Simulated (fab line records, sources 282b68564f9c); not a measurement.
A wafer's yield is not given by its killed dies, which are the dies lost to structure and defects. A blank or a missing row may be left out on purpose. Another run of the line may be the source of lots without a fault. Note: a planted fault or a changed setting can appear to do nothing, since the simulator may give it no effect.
Which tool did it?	flow rit cmos	14 lots, 42 wafers sampled, at 4 steps of a route of 202

== WHAT THE GAUGES SHOWED, per wafer ==
RIT_CONTACT_THK_MEAS_01.
lot	measured	on	CONTACT_TEOS_THK (nm)
L670	day 3 18:07	film metro-02	382 389 386
L669	day 3 18:50	film metro-02	374 379 385
L672	day 4 12:32	film metro-02	385 389 391
L673	day 4 15:20	film metro-01	375 381 386
L674	day 4 15:34	film metro-04	375 378 386
L675	day 5 07:08	film metro-04	387 377 384
L676	day 5 09:57	film metro-04	375 384 387
L678	day 5 15:42	film metro-04	385 386 386
L679	day 5 23:40	film metro-02	374 374 382
L684	day 7 00:12	film metro-04	382 388 387
L689	day 8 05:47	film metro-01	386 390 387
L691	day 8 22:32	film metro-04	368 378 377

RIT_CONTACT_CD_MEAS_08 targets a cd of 1000 nm.
lot	measured	on	cd nm (nm)
L670	day 3 19:17	cd sem-01	1001.0 1001.0 1002.3
L669	day 3 20:00	cd sem-01	1001.9 1004.2 1004.0
L672	day 4 13:47	cd sem-01	1000.0 1000.2 1001.3
L673	day 4 16:22	cd sem-01	1004.8 1001.8 1003.0
L674	day 4 16:44	cd sem-01	1002.6 1000.9 1001.7
L675	day 5 08:10	cd sem-02	997.6 999.3 1000.1
L676	day 5 10:59	cd sem-02	1000.7 1001.2 1001.9
L678	day 5 16:57	cd sem-02	1000.0 1003.4 1002.4
L679	day 6 00:42	cd sem-02	1000.3 1002.9 1001.6
L684	day 7 01:15	cd sem-02	998.2 996.8 996.3
L689	day 8 06:50	cd sem-01	998.0 997.9 996.5
L691	day 8 23:34	cd sem-01	1000.4 1000.0 998.9

RIT_M1_RS_MEAS_01: measurement is done with a four-point probe.
lot	measured	on	M1_AL_RS (ohm/sq)
L670	day 3 20:45	film metro-02	0.0770 0.0769 0.0766
L669	day 3 21:26	film metro-03	0.0770 0.0764 0.0770
L672	day 4 15:15	film metro-03	0.0773 0.0770 0.0768
L673	day 4 17:49	film metro-01	0.0787 0.0775 0.0776
L674	day 4 18:11	film metro-02	0.0771 0.0778 0.0767
L675	day 5 09:36	film metro-01	0.0779 0.0779 0.0776
L676	day 5 12:31	film metro-01	0.0780 0.0782 0.0789
L678	day 5 18:24	film metro-03	0.0771 0.0777 0.0776
L679	day 6 02:08	film metro-02	0.0770 0.0775 0.0769
L684	day 7 02:41	film metro-02	0.0772 0.0764 0.0775
L689	day 8 08:24	film metro-01	0.0769 0.0765 0.0765
L691	day 9 01:15	film metro-02	0.0779 0.0778 0.0770

== WHAT TOOL EACH LOT RAN ON (gives the tool, then ch and the chambers of the sampled wafers, and finally the start) ==
lot	RIT_SPACER_ETCHBACK_05
L670	rie diel-04 ch 0,1,2, day 3 13:29
L669	rie diel-03 ch 0,2,3, day 3 14:07
L672	rie diel-04 ch 0,1, day 4 07:42
L673	rie diel-03 ch 0,2, day 4 10:35
L674	rie diel-01 ch 1,2,3, day 4 10:35
L675	rie diel-01 ch 0,2,3, day 5 02:25
L676	rie diel-03 ch 0,3, day 5 05:17
L678	rie diel-03 ch 0,2,3, day 5 10:46
L679	rie diel-04 ch 1,2,3, day 5 19:02
L684	rie diel-01 ch 0,2,3, day 6 19:10
L685	rie diel-01 ch 2,3, day 7 07:01
L687	rie diel-01 ch 0,1, day 7 14:40
L689	rie diel-03 ch 1,2,3, day 8 01:10
L691	rie diel-03 ch 1,2, day 8 17:41
- RIT_SPACER_ETCHBACK_05: etches Si3N4 in SF6/CHF3, stops on SiO2, target depth 250 nm, time 240 s.

== WHAT THE TOOLS THEMSELVES READ (means of the sampled wafers that have a number; where no wafer has one, the mark that the record gives instead) ==
RIT_SPACER_ETCHBACK_05.
lot	tool	drypump motor current A (A)	oes product au (a.u.)	run length s (s)	throttle valve pct (%)
L670	rie diel-04	5.5	0.836	268.2	10.29
L669	rie diel-03	5.7	0.829	268.5	10.18
L672	rie diel-04	5.8	0.826	268.3	10.34
L673	rie diel-03	5.7	0.846	268.6	10.24
L674	rie diel-01	5.7	0.844	268.1	10.25
L675	rie diel-01	5.8	0.862	268.2	10.27
L676	rie diel-03	6.1	0.836	268.3	10.14
L678	rie diel-03	5.7	0.834	268.4	10.18
L679	rie diel-04	5.3	0.827	268.3	10.28
L684	rie diel-01	5.9	0.853	268.0	10.28
L685	rie diel-01	5.7	1.003	172.1	10.24
L687	rie diel-01	6.1	1.006	171.8	10.51
L689	rie diel-03	5.1	0.858	268.3	10.26
L691	rie diel-03	5.1	0.842	268.6	10.30

== THE ANSWER, worked out from the rows above alone ==
Rule: what is usual is taken from the lots themselves. The widest of any qualifying gaps counts: lots, ordered by their means at a reading, are off when they make up no more than a third of the lots, leave a main group of 4 or more, and stand apart from it by 3 or more times the standard deviation of that group's means. A main group is skipped when, at the precision printed for the reading in the tables above, its means are all equal. Also off: a lot with no number at a reading for which 4 or more lots have one. The other lots that the step has rows for count as sound. After the gauges, taken in route order, come the tools' own readings; for these a lot's mean is taken, as printed above. At the first step where some lot is off, the reading lying furthest off is the one used; lots without a number count as furthest.
Off: L685, L687, at RIT_SPACER_ETCHBACK_05 (run length s). Main group: mean 268.3 s, sd 0.18.
If a tool, at that step or one of the process steps before it, ran each lot that is off and ran no sound lot following the first of them, it fits. One candidate fits, namely rie diel-01 at RIT_SPACER_ETCHBACK_05. Its last sound lot is L684 (day 6 19:10), its first lot that is off L685 (day 7 07:01): a fault that began between those two fits.
The tool's own readings at RIT_SPACER_ETCHBACK_05 bear it out: on the lots that are off they differ by more than 5 times the standard deviation of the sound lots' means. oes product au reads 1.004 a.u. there against 0.841 a.u. on the sound lots; run length s reads 171.9 s there against 268.3 s on the sound lots.

== WHAT THE SIMULATOR HAD INSERTED ==
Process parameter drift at RIT_SPACER_ETCHBACK_05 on rie diel-01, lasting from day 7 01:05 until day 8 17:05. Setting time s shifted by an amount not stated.
Shown lots that were struck: L685, L687. This agrees with what the rule above found.
